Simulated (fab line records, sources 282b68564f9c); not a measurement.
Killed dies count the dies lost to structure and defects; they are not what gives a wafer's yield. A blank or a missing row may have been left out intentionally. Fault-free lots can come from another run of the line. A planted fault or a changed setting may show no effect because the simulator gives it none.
A struck lot beside a sound one | flow rit cmos | 15 out of 202 route steps
Sound: the wafers L104.2, L104.4, L104.6. Wafers struck: L113.2, L113.3, L113.4. The cause comes at the end.
Per side, at each step with rows, come the tool, then ch with its chambers, and then its first start. Under that, the readings that differ: sound wafers | struck wafers | difference of the means | sigmas: that difference in standard deviations of wafers without a fault.
alike: readings with means less than 2 such deviations apart, plus words and numbers identical on both sides. not compared: withheld readings, readings lacking a value on some wafer, bounds such as >300 that could conceal the same value, and numbers that have no deviation in the record and whose values overlap.
Wherever a step has rows on one side only, a row that says differs or no value, or a row with sigmas, the two part there. Numbers that don't overlap but have no deviation are shown without sigmas and don't part them. A reading that every wafer of one side lacks parts them only if that side has two wafers or more.

first, 2 steps without rows for these wafers: RIT_ACTIVE_PEB_09; RIT_ACTIVE_DEVELOP_10 (develop time 50 s).
RIT_ACTIVE_CD_MEAS_11: the cd target is 1400 nm.
  sound on cd sem-02, day 2 06:19; struck on cd sem-01, day 4 02:52
  reading    | sound                | struck               | difference | sigmas
  cd nm (nm) | 1399.5 1399.7 1401.1 | 1405.6 1405.3 1405.3 | +5.3       | +2
then, 1 step without rows for these wafers: RIT_ACTIVE_HARDBAKE_12 (time 60 s).
RIT_ACTIVE_ETCH_13: etches Si3N4 in SF6, stops on SiO2, time 210 s, target depth 210 nm.
  sound on rie diel-02 ch 0,1, day 2 06:34; struck on rie diel-03 ch 0,2,3, day 4 03:07
  alike: drypump motor current A, oes product au, run length s, throttle valve pct
  not compared: rf hours counter h
RIT_ACTIVE_STRIP_14: strips in O2, time 180 s.
  sound on plasma asher-03 ch 1, day 2 06:42; struck on plasma asher-04 ch 0,1, day 4 03:15
  reading             | sound       | struck      | difference | sigmas
  rf refl power W (W) | 4.8 4.6 4.7 | 6.9 6.9 6.7 | +2.1       | +2
  alike: drypump motor current A
  not compared: rf hours counter h
RIT_ACTIVE_CD_MEAS_90: the cd target is 1400 nm.
  sound on cd sem-02, day 2 06:53; struck on cd sem-02, day 4 03:27
  reading    | sound                | struck               | difference | sigmas
  cd nm (nm) | 1399.8 1399.4 1401.4 | 1405.9 1405.3 1405.6 | +5.4       | +2
then, 4 steps without rows for these wafers: RIT_ACTIVE_CLEAN_15 (cleans in SC1, time 600 s); RIT_ACTIVE_CLEAN_16 (cleans in dHF, time 30 s); RIT_ACTIVE_CLEAN_17 (cleans in SC2, time 600 s); RIT_FOX1_OXIDATION_00 (target thk 350.7 nm, ox time 1130 s).
RIT_FOX1_THK_MEAS_01:
  sound on film metro-01, day 2 08:41; struck on film metro-04, day 4 05:16
  reading             | sound       | struck      | difference | sigmas
  FOX1_OXIDE_THK (nm) | 367 364 371 | 346 344 339 | -24        | -3
RIT_FOX1_WET_ETCH_02: etches SiO2 in BOE, target depth 350 nm, time 390 s.
  sound on wet bench-02 ch 1, day 2 08:44; struck on wet bench-03 ch 3, day 4 05:19
  reading          | sound       | struck      | difference | sigmas
  run length s (s) | 425 425 425 | 658 658 658 | +233       | +60
then, 1 step without rows for these wafers: RIT_FOX2_OXIDATION_00 (target thk 350.7 nm, ox time 1130 s).
RIT_M1_PROBE_99:
  sound on prober-01, day 4 01:32; struck on prober-02, day 5 22:53
  reading                             | sound             | struck            | difference | sigmas
  model.etest.nldd.width nm (nm)      | 3154 3157 3174    | 2994 2997 2985    | -170       |
  model.etest.pldd.width nm (nm)      | 3157 3150 3179    | 2976 2975 2997    | -179       |
  model.etest.pplus sal.width nm (nm) | 3440 3430 3437    | 3379 3386 3371    | -57        |
  model.etest.nmos narrow.drive ua um | 218.5 213.6 215.1 | 176.7 180.1 177.7 | -37.6      |
  model.etest.pmos narrow.drive ua um | 98.96 96.19 96.22 | 78.22 78.42 78.04 | -18.90     |
  model.etest.nldd.line ohm um        | 129.7 128.9 129.8 | 124 121.7 123.3   | -6         |
  model.etest.pplus sal.line ohm um   | 1.259 1.266 1.27  | 1.283 1.296 1.283 | +0.022     |
  alike: killed at contacts, killed at front end, killed dies, killed open, killed short
  not compared: model.etest.nplus sal.width nm

== WHERE THEY PART ==
At RIT_ACTIVE_CD_MEAS_11 first; at RIT_FOX1_WET_ETCH_02 last (within this record only). Later steps at which nothing parts them and some readings are alike: RIT_M1_PROBE_99.

WHY: whatever the simulator had introduced
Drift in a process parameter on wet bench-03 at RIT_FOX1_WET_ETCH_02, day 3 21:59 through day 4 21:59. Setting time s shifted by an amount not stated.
